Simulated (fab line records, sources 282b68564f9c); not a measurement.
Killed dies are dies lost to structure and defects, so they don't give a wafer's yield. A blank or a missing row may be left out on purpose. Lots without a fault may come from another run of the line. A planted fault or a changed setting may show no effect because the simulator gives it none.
Problem report in the 8D (eight disciplines) form, filled by code | flow rit_cmos | the parts of the form that need people (team, actions taken, sign-off) are left out

1. THE PROBLEM
ACTIVE_NITRIDE_THK at RIT_ACTIVE_THK_MEAS_04 reads a mean of 121.4 nm on 9 wafers of 3 lots; wafers without a fault read 149.6 nm with a standard deviation of 1.1. That is -26 standard deviations from the usual mean.
First seen on wafer L856.1, day 4 13:35, on film_metro-03. The record holds 45 wafers of 15 lots with a number at this step. Rule for "out", or "out of limits": more than 4 standard deviations from the usual mean. The other wafers with a number count as sound.

2. WHAT IT IS AND WHAT IT IS NOT
question                    | is                           | is not
which readings at this step | ACTIVE_NITRIDE_THK           | -
which lots                  | L856, L857, L859             | L842, L843, L844, L845, L846, L848, L849, L854, L858, L862, L863, L864
which wafers of those lots  | all that have a number       | -
read on which gauges        | film_metro-02, film_metro-03 | film_metro-01
when                        | from day 4 13:35             | up to then (24 sound wafers); but 12 sound wafers of L858, L862, L863, L864 came after

3. SUSPECTS, AND WHAT RULES EACH OUT
Counting: a tool at a process step up to the reading stays a suspect if it ran every lot that is out and no sound lot after the first of them.
- the gauge at RIT_ACTIVE_THK_MEAS_04: ruled out. The wafers that are out were read on 2 gauges (film_metro-02, film_metro-03).
- lpcvd-01 at RIT_ACTIVE_CVD_03 (deposits Si3N4 from SiH2Cl2/NH3, target thk 150 nm, time 1500 s): kept. It ran every lot that is out, first L856 (day 4 12:10), and no sound lot after that; its last sound lot up to then is L854 (day 4 00:07). Its own readings are out on those wafers: pressure_mtorr.
Left after counting: lpcvd-01 at RIT_ACTIVE_CVD_03.

4. THE CAUSE (what the simulator had put in)
Process parameter drift: lpcvd-01, from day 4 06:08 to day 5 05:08, at RIT_ACTIVE_CVD_03. Setting pressure_mtorr, moved by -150, from 300. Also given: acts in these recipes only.
Counting left only this tool.

5. THE CHAIN OF EFFECTS, in route order
Each row: a reading whose mean over the struck wafers that have a number lies more than 3 standard deviations from the usual. Only readings for which the record gives a usual standard deviation are gone through. hours: the time from each lot's start at the first step in this table that gives one to its start at this step, as a median over the lots. sigmas: the change in usual standard deviations.
hours | step                   | reading            | usual       | on struck wafers | change | sigmas
0     | RIT_ACTIVE_CVD_03      | pressure_mtorr     | 299.9 mTorr | 150.1            | -149.8 | -99 or more
1     | RIT_ACTIVE_THK_MEAS_04 | ACTIVE_NITRIDE_THK | 149.6 nm    | 121.4            | -28.2  | -26
3     | RIT_ACTIVE_ETCH_13     | oes_product_au     | 0.815 a.u.  | 0.735            | -0.080 | -4.7
The process steps in it:
- RIT_ACTIVE_CVD_03: deposits Si3N4 from SiH2Cl2/NH3, target thk 150 nm, time 1500 s.
- RIT_ACTIVE_ETCH_13: etches Si3N4 in SF6, stops on SiO2, time 210 s, target depth 210 nm.

6. WHAT WOULD HAVE CAUGHT IT SOONER
In this record the first reading out of limits at a measuring or inspecting step was taken at day 4 13:35, 7 hours after the fault began at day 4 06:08.
The tool's own readings at RIT_ACTIVE_CVD_03 were out on every struck wafer that the step has a row for (pressure_mtorr): an alarm limit on them would have fired on the first of those.
Of the lots that are out (3), L857, L859 began RIT_ACTIVE_CVD_03 on lpcvd-01 after day 4 13:35. A hold on the tool at that time would have spared those 2.
